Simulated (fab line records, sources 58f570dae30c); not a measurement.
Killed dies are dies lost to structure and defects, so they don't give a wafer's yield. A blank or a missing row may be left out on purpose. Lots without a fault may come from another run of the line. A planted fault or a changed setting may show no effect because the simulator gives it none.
Problem report in the 8D (eight disciplines) form, filled by code | flow berkeley_cmos170 | the parts of the form that need people (team, actions taken, sign-off) are left out

1. THE PROBLEM
lamp_power_pct at UCB170_CONTACT_RTA_08 reads a mean of 24.22 % on 6 wafers of 2 lots; wafers without a fault read 20.84 % with a standard deviation of 0.038. That is +89 standard deviations from the usual mean.
The step: time 10 s.
First seen on wafer L241.3, day 11 21:17, on rtp_anneal-02. The record holds 18 wafers of 6 lots with a number at this step. Rule for "out", or "out of limits": more than 4 standard deviations from the usual mean. The other wafers with a number count as sound.

2. WHAT IT IS AND WHAT IT IS NOT
question                    | is                               | is not
which readings at this step | lamp_power_pct, wafer_temp_C_max | chamber_o2_ppm
which lots                  | L240, L241                       | L225, L227, L230, L231
which wafers of those lots  | all that have a number           | -
read on which tools         | rtp_anneal-02                    | rtp_anneal-01
when                        | from day 11 21:17                | up to then (12 sound wafers)

3. SUSPECTS, AND WHAT RULES EACH OUT
Counting: a tool at a process step up to the reading stays a suspect if it ran every lot that is out and no sound lot after the first of them.
- rtp_anneal-02 at UCB170_SILICIDE_RTA_04 (time 15 s): kept. It ran every lot that is out, first L241 (day 11 18:23), and no sound lot after that; its last sound lot up to then is L230 (day 9 01:28).
- rtp_anneal-02 at UCB170_CONTACT_RTA_08 (time 10 s): kept. It ran every lot that is out, first L241 (day 11 21:17), and no sound lot after that; its last sound lot up to then is L231 (day 9 07:27). Its own readings are out on those wafers: lamp_power_pct, wafer_temp_C_max.
Left after counting: rtp_anneal-02 at UCB170_SILICIDE_RTA_04, rtp_anneal-02 at UCB170_CONTACT_RTA_08.

4. THE CAUSE (what the simulator had put in)
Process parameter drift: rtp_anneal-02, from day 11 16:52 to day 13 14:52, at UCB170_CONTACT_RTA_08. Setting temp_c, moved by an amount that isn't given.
Counting left 2 suspects, and this tool is among them.

5. THE CHAIN OF EFFECTS, in route order
Each row: a reading whose mean over the struck wafers that have a number lies more than 3 standard deviations from the usual. Only readings for which the record gives a usual standard deviation are gone through. hours: the time from each lot's start at the first step in this table that gives one to its start at this step, as a median over the lots. sigmas: the change in usual standard deviations.
hours | step                  | reading          | usual   | on struck wafers | change | sigmas
0     | UCB170_CONTACT_RTA_08 | lamp_power_pct   | 20.84 % | 24.22            | +3.38  | +89
0     | UCB170_CONTACT_RTA_08 | wafer_temp_C_max | 903.5   | 958.8            | +55.3  | +74
The process steps in it:
- UCB170_CONTACT_RTA_08: time 10 s.

6. WHAT WOULD HAVE CAUGHT IT SOONER
In this record the first reading out of limits was taken at day 11 21:17, 4 hours after the fault began at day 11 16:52.
